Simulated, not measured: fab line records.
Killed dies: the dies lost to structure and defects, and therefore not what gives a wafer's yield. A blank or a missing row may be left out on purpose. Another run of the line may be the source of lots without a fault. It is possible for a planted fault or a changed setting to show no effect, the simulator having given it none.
Split-lot study    flow berkeley cmos170    5 lots, 23 wafers read, on a route of 331 steps

## ON THE SPLIT
At UCB170_V2_COAT_07 (resist thk 900 nm), the setting resist thk nm was moved away from the recipe's 900 nm on 4 of the 23 wafers read, by -3.1% to +5.5%. The other wafers ran this setting at the recipe's value.

Reading taken at the split's own step.

## THE READING
KrF_of_V2_COAT_07.thk nm (the simulator's own value, which no gauge read), in nm, at UCB170_V2_COAT_07 (resist thk 900 nm). The file does not state a usual value for it. Here, 19 wafers ran the recipe; their average is 899.2 nm with a standard deviation of 2.2 nm.

wafer   tool, chamber at the split  resist thk nm as run, nm  against the recipe  KrF_of_V2_COAT_07.thk nm, nm  against lot-mates on the recipe
L075.1  litho track-03, 0           900                       recipe              897.8                         -
L075.6  litho track-03, 0           900                       recipe              897.8                         -
L075.2  litho track-03, 0           900                       recipe              899.2                         -
L075.3  litho track-03, 0           900                       recipe              893.5                         -
L075.5  litho track-03, 0           900                       recipe              901.9                         -
L074.1  litho track-04, 0           900                       recipe              900.5                         -
L074.2  litho track-04, 0           872.1                     -3.1%               872.8                         -26.5
L074.4  litho track-04, 0           872.1                     -3.1%               871.4                         -27.9
L074.5  litho track-04, 0           900                       recipe              897.9                         -
L074.6  litho track-04, 0           900                       recipe              899.4                         -
L076.1  litho track-03, 0           900                       recipe              897.9                         -
L076.2  litho track-03, 0           900                       recipe              898.6                         -
L076.3  litho track-03, 0           949.6                     +5.5%               951.1                         +52.0
L076.4  litho track-03, 0           949.6                     +5.5%               950.6                         +51.5
L076.5  litho track-03, 0           900                       recipe              900.9                         -
L080.4  litho track-04, 0           900                       recipe              900.8                         -
L080.5  litho track-04, 0           900                       recipe              900.6                         -
L080.6  litho track-04, 0           900                       recipe              903.3                         -
L078.1  litho track-04, 0           900                       recipe              899.5                         -
L078.2  litho track-04, 0           900                       recipe              900.6                         -
L078.4  litho track-04, 0           900                       recipe              900.7                         -
L078.5  litho track-04, 0           900                       recipe              895.2                         -
L078.6  litho track-04, 0           900                       recipe              898.4                         -

FIT RESULTS
A straight line over all 23 wafers: KrF_of_V2_COAT_07.thk nm changes by +9.21 nm for each +1% of resist thk nm; r = +0.99; the points scatter about the line by 2.2 nm.
The same after taking each lot's own level away (the mean of its wafers on the recipe; 23 wafers): +9.22 nm for each +1%; r = +0.99; scatter 1.9 nm.
That fit puts the effect of the largest move of resist thk nm on the reading at 51 nm.
Across the lots, their own levels run from 898.04 to 901.57 nm, a range of 1.6 times the standard deviation given above.
The two slopes are in agreement: the lot-to-lot level therefore moves the slope only a little.
Check: with one of the wafers moved furthest among these (+5.5%) left out of the fit, the line predicts +50.4 nm for it against its lot-mates. Against them it came out at +52 nm.

## ADDITIONAL SPLITS CARRIED BY THESE WAFERS
Before the reading, these wafers also passed through other splits. Each is held against what the fit with the lots' levels taken away leaves over:
other split on the same wafers        wafers away from the commonest value  r with KrF_of_V2_COAT_07.thk nm (lot level and that fit taken away)
UCB170_SILICIDE_SPUTTER_01 power w    10                                    -0.11
UCB170_CONTACT_COAT_04 resist thk nm  8                                     -0.01
UCB170_CONTACT_EXPOSE_12 dose mj      7                                     +0.14
UCB170_M1_COAT_04 spin rpm            8                                     -0.02
UCB170_M1_METAL_ETCH_12 icp w         5                                     -0.33
UCB170_M2_COAT_10 spin rpm            4                                     -0.30

## THE FILE'S OWN FIT
KrF_of_V2_COAT_07.thk nm changes by +9.23 nm for each +1% of resist thk nm, r = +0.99.
